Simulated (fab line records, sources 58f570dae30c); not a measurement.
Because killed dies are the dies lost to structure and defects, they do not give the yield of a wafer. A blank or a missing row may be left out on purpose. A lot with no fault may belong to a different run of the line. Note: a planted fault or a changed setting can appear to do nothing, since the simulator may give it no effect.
Split-lot study	flow berkeley cmos170	27 wafers read across 5 lots, on a route 331 steps long

## THE SPLIT
At UCB170_M2_METAL_ETCH_18 (etches Al in Cl2/BCl3, stops on SiO2, target depth 1170 nm, time 195 s), the setting target depth a was moved away from the recipe's 11700 angstrom on 9 of the 27 wafers read, by -56.7% to +46.4%. The other wafers ran this setting at the recipe's value.

## BETWEEN THE SPLIT AND THE READING: the file shows 1 step in between
- UCB170_M2_STRIP_19: strips in O2

## THE READING
cd nm (nm) at UCB170_M2_CD_MEAS_90, where the cd target is 700 nm. A value of 699 nm with a standard deviation of 3.3 nm is what fault-free wafers of this fab line usually give.

wafer	tool, chamber at the split	target depth a as run, angstrom	against the recipe	cd nm, nm	against lot-mates on the recipe
L075.1	rie metal-01, 1	5061	-56.7%	723	+28
L075.2	rie metal-01, 1	5061	-56.7%	724	+29
L075.3	rie metal-01, 1	11700	recipe	695	-
L075.4	rie metal-01, 1	11700	recipe	697	-
L075.5	rie metal-01, 1	5061	-56.7%	722	+27
L075.6	rie metal-01, 1	11700	recipe	694	-
L077.1	rie metal-03, 0	11700	recipe	703	-
L077.2	rie metal-03, 1	11700	recipe	699	-
L077.5	rie metal-03, 0	11700	recipe	706	-
L074.1	rie metal-02, 1	8124	-30.6%	716	+16
L074.2	rie metal-02, 1	8124	-30.6%	717	+17
L074.3	rie metal-02, 1	11700	recipe	700	-
L074.4	rie metal-02, 1	11700	recipe	700	-
L074.5	rie metal-02, 1	11700	recipe	700	-
L074.6	rie metal-02, 1	8124	-30.6%	716	+16
L076.1	rie metal-03, 1	11700	recipe	701	-
L076.2	rie metal-03, 0	17130	+46.4%	681	-20
L076.3	rie metal-03, 1	11700	recipe	701	-
L076.4	rie metal-03, 0	17130	+46.4%	680	-21
L076.5	rie metal-03, 1	11700	recipe	702	-
L076.6	rie metal-03, 0	17130	+46.4%	681	-20
L081.1	rie metal-02, 1	11700	recipe	702	-
L081.2	rie metal-02, 1	11700	recipe	702	-
L081.3	rie metal-02, 1	11700	recipe	700	-
L081.4	rie metal-02, 1	11700	recipe	700	-
L081.5	rie metal-02, 1	11700	recipe	703	-
L081.6	rie metal-02, 1	11700	recipe	702	-

FIT RESULTS
A straight line over all 27 wafers: cd nm changes by -0.425 nm for each +1% of target depth a; r = -0.97; the points scatter about the line by 2.7 nm.
The same after taking each lot's own level away (the mean of its wafers on the recipe; 27 wafers): -0.477 nm for each +1%; r = -0.99; scatter 1.5 nm.
According to that fit, moving target depth a by its largest amount changes the reading by 27 nm.
From 695.3 to 702.7 nm: that is the span of the lots' own levels, equal to 2.2 times the standard deviation above.
In other words, the slope is changed by the lot-to-lot level; the two fits disagree.
Check: for one of the wafers moved furthest among these (-56.7%), held out of the fit, the line's prediction against its lot-mates is +27.5 nm. Against them it came out at +27.7 nm.
Tool readings at the split's step, against how far the setting was moved: oes product au r = -0.98.

## ADDITIONAL SPLITS CARRIED BY THESE WAFERS
Note: prior to the reading, these wafers also went through further splits. Each is held against what the fit with the lots' levels taken away leaves over:
other split on the same wafers	wafers away from the commonest value	r with cd nm (lot level and that fit taken away)
UCB170_SCREENOX_OXIDATION_01 ox time s	12	+0.11
UCB170_GATE_OXIDATION_01 ox time s	18	-0.19
UCB170_SPACER_CVD_00 time s	9	-0.15
UCB170_V1_CVD_00 time s	9	-0.02

## THE WHOLE CHAIN: every reading that the file lists as answering this split, in the file's order
step	what it does	reading	change (the file's fit)	r (the file's)
UCB170_M2_METAL_ETCH_18	etches Al in Cl2/BCl3, stops on SiO2, target depth 1170 nm, time 195 s	oes product au	-0.00375 a.u. for each +1% of the setting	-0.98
UCB170_M2_METAL_ETCH_18	etches Al in Cl2/BCl3, stops on SiO2, target depth 1170 nm, time 195 s	M2.feature depth nm (the simulator's own value, which no gauge read)	not straight: 536.1 at the lowest setting, 956.6 at the recipe, 1004 at the highest	not given
UCB170_M2_METAL_ETCH_18	etches Al in Cl2/BCl3, stops on SiO2, target depth 1170 nm, time 195 s	etch.depth nm (the simulator's own value, which no gauge read)	not straight: 536.1 at the lowest setting, 898.2 at the recipe, 913.5 at the highest	not given
UCB170_M2_METAL_ETCH_18	etches Al in Cl2/BCl3, stops on SiO2, target depth 1170 nm, time 195 s	KrF_of_M2_COAT_10.thk nm (the simulator's own value, which no gauge read)	-6.13 nm for each +1% of the setting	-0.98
UCB170_M2_STRIP_19	strips in O2	oes product au	-0.00464 a.u. for each +1% of the setting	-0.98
UCB170_M2_CD_MEAS_90	target cd 700 nm	cd nm	-0.481 nm for each +1% of the setting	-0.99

## THE FILE'S OWN FIT
cd nm changes by -0.481 nm for each +1% of target depth a, r = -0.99.
